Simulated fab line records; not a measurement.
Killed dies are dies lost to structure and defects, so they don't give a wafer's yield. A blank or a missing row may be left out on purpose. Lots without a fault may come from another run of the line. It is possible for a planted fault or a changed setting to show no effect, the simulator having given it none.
Split-lot experiment :: flow ritCmos :: 5 lots, 23 wafers read, on a route of 202 steps

THE SPLIT
At RIT_PSD_COAT_01 (resist thk 1000 nm), the setting resistThkNm was moved away from the recipe's 1000 nm on 8 of the 23 wafers read, by -4.2% to +4.5%. All remaining wafers had this setting at the recipe value.

Between the split and the reading, the file records no step.

THE READING
NOVOLAK_of_PSD_COAT_01.thkNm (the simulator's own value, which no gauge read), in nm, at RIT_PSD_HARDBAKE_07 (time 60 s). There is no usual value for it anywhere in the file. Across the 15 wafers here that went through the recipe, the average is 884.6 nm and the standard deviation 4.6 nm.

wafer: L074.1
tool, chamber at the split: lithoTrack-04, 0
resistThkNm as run, nm: 984.8
against the recipe: -1.5%
NOVOLAK_of_PSD_COAT_01.thkNm, nm: 865.6
against lot-mates on the recipe: -14.9

wafer: L074.2
tool, chamber at the split: lithoTrack-04, 0
resistThkNm as run, nm: 984.8
against the recipe: -1.5%
NOVOLAK_of_PSD_COAT_01.thkNm, nm: 867.1
against lot-mates on the recipe: -13.4

wafer: L074.3
tool, chamber at the split: lithoTrack-04, 0
resistThkNm as run, nm: 1000
against the recipe: recipe
NOVOLAK_of_PSD_COAT_01.thkNm, nm: 879.2
against lot-mates on the recipe: -

wafer: L074.4
tool, chamber at the split: lithoTrack-04, 0
resistThkNm as run, nm: 984.8
against the recipe: -1.5%
NOVOLAK_of_PSD_COAT_01.thkNm, nm: 868
against lot-mates on the recipe: -12.5

wafer: L074.6
tool, chamber at the split: lithoTrack-04, 0
resistThkNm as run, nm: 1000
against the recipe: recipe
NOVOLAK_of_PSD_COAT_01.thkNm, nm: 881.7
against lot-mates on the recipe: -

wafer: L076.1
tool, chamber at the split: lithoTrack-01, 0
resistThkNm as run, nm: 957.7
against the recipe: -4.2%
NOVOLAK_of_PSD_COAT_01.thkNm, nm: 857.9
against lot-mates on the recipe: -34.6

wafer: L076.2
tool, chamber at the split: lithoTrack-01, 0
resistThkNm as run, nm: 1000
against the recipe: recipe
NOVOLAK_of_PSD_COAT_01.thkNm, nm: 893.9
against lot-mates on the recipe: -

wafer: L076.4
tool, chamber at the split: lithoTrack-01, 0
resistThkNm as run, nm: 957.7
against the recipe: -4.2%
NOVOLAK_of_PSD_COAT_01.thkNm, nm: 857.7
against lot-mates on the recipe: -34.8

wafer: L076.5
tool, chamber at the split: lithoTrack-01, 0
resistThkNm as run, nm: 957.7
against the recipe: -4.2%
NOVOLAK_of_PSD_COAT_01.thkNm, nm: 849.5
against lot-mates on the recipe: -43.0

wafer: L076.6
tool, chamber at the split: lithoTrack-01, 0
resistThkNm as run, nm: 1000
against the recipe: recipe
NOVOLAK_of_PSD_COAT_01.thkNm, nm: 891
against lot-mates on the recipe: -

wafer: L078.1
tool, chamber at the split: lithoTrack-03, 0
resistThkNm as run, nm: 1000
against the recipe: recipe
NOVOLAK_of_PSD_COAT_01.thkNm, nm: 886.8
against lot-mates on the recipe: -

wafer: L078.2
tool, chamber at the split: lithoTrack-03, 0
resistThkNm as run, nm: 1000
against the recipe: recipe
NOVOLAK_of_PSD_COAT_01.thkNm, nm: 888.1
against lot-mates on the recipe: -

wafer: L078.3
tool, chamber at the split: lithoTrack-03, 0
resistThkNm as run, nm: 1000
against the recipe: recipe
NOVOLAK_of_PSD_COAT_01.thkNm, nm: 887.5
against lot-mates on the recipe: -

wafer: L079.1
tool, chamber at the split: lithoTrack-01, 0
resistThkNm as run, nm: 1000
against the recipe: recipe
NOVOLAK_of_PSD_COAT_01.thkNm, nm: 884.1
against lot-mates on the recipe: -

wafer: L079.2
tool, chamber at the split: lithoTrack-01, 0
resistThkNm as run, nm: 1045
against the recipe: +4.5%
NOVOLAK_of_PSD_COAT_01.thkNm, nm: 928.2
against lot-mates on the recipe: +42.5

wafer: L079.4
tool, chamber at the split: lithoTrack-01, 0
resistThkNm as run, nm: 1045
against the recipe: +4.5%
NOVOLAK_of_PSD_COAT_01.thkNm, nm: 922
against lot-mates on the recipe: +36.3

wafer: L079.5
tool, chamber at the split: lithoTrack-01, 0
resistThkNm as run, nm: 1000
against the recipe: recipe
NOVOLAK_of_PSD_COAT_01.thkNm, nm: 883
against lot-mates on the recipe: -

wafer: L079.6
tool, chamber at the split: lithoTrack-01, 0
resistThkNm as run, nm: 1000
against the recipe: recipe
NOVOLAK_of_PSD_COAT_01.thkNm, nm: 890
against lot-mates on the recipe: -

wafer: L084.1
tool, chamber at the split: lithoTrack-03, 0
resistThkNm as run, nm: 1000
against the recipe: recipe
NOVOLAK_of_PSD_COAT_01.thkNm, nm: 878.7
against lot-mates on the recipe: -

wafer: L084.2
tool, chamber at the split: lithoTrack-03, 0
resistThkNm as run, nm: 1000
against the recipe: recipe
NOVOLAK_of_PSD_COAT_01.thkNm, nm: 882.9
against lot-mates on the recipe: -

wafer: L084.4
tool, chamber at the split: lithoTrack-03, 0
resistThkNm as run, nm: 1000
against the recipe: recipe
NOVOLAK_of_PSD_COAT_01.thkNm, nm: 880.8
against lot-mates on the recipe: -

wafer: L084.5
tool, chamber at the split: lithoTrack-03, 0
resistThkNm as run, nm: 1000
against the recipe: recipe
NOVOLAK_of_PSD_COAT_01.thkNm, nm: 883.5
against lot-mates on the recipe: -

wafer: L084.6
tool, chamber at the split: lithoTrack-03, 0
resistThkNm as run, nm: 1000
against the recipe: recipe
NOVOLAK_of_PSD_COAT_01.thkNm, nm: 877.8
against lot-mates on the recipe: -

FIT RESULTS
A straight line over all 23 wafers: NOVOLAK_of_PSD_COAT_01.thkNm changes by +8.14 nm for each +1% of resistThkNm; r = +0.96; the points scatter about the line by 5.2 nm.
The same after taking each lot's own level away (the mean of its wafers on the recipe; 23 wafers): +8.81 nm for each +1%; r = +0.99; scatter 2.5 nm.
That fit puts the effect of the largest move of resistThkNm on the reading at 40 nm.
The span of the lots' own levels, 880.45 to 892.45 nm, comes to 2.6 times the standard deviation stated above.
Consequently the slope shifts little with the lot-to-lot level, the two slopes agreeing.
Check: for one of the wafers moved furthest among these (+4.5%), held out of the fit, the line's prediction against its lot-mates is +38.4 nm. It came out at +42.5 nm against them.

THESE WAFERS: OTHER SPLITS
Before the reading, these wafers also passed through other splits. Each is held against what the fit with the lots' levels taken away leaves over:
other split on the same wafers: RIT_GATE_ETCH_19 timeS
wafers away from the commonest value: 10
r with NOVOLAK_of_PSD_COAT_01.thkNm (lot level and that fit taken away): -0.10

other split on the same wafers: RIT_SPACER_CVD_03 pressureMtorr
wafers away from the commonest value: 18
r with NOVOLAK_of_PSD_COAT_01.thkNm (lot level and that fit taken away): +0.00

other split on the same wafers: RIT_NSD_IMPLANT_08 energyKev
wafers away from the commonest value: 7
r with NOVOLAK_of_PSD_COAT_01.thkNm (lot level and that fit taken away): +0.17

THE WHOLE CHAIN: every reading that the file lists as answering this split, in the file's order
step: RIT_PSD_COAT_01
what it does: resist thk 1000 nm
reading: NOVOLAK_of_PSD_COAT_01.thkNm (the simulator's own value, which no gauge read)
change (the file's fit): +10 nm for each +1% of the setting
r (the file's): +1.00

step: RIT_PSD_HARDBAKE_07
what it does: time 60 s
reading: NOVOLAK_of_PSD_COAT_01.thkNm (the simulator's own value, which no gauge read)
change (the file's fit): +8.81 nm for each +1% of the setting
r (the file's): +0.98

FILE'S OWN FIT
NOVOLAK_of_PSD_COAT_01.thkNm changes by +8.81 nm for each +1% of resistThkNm, r = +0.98.
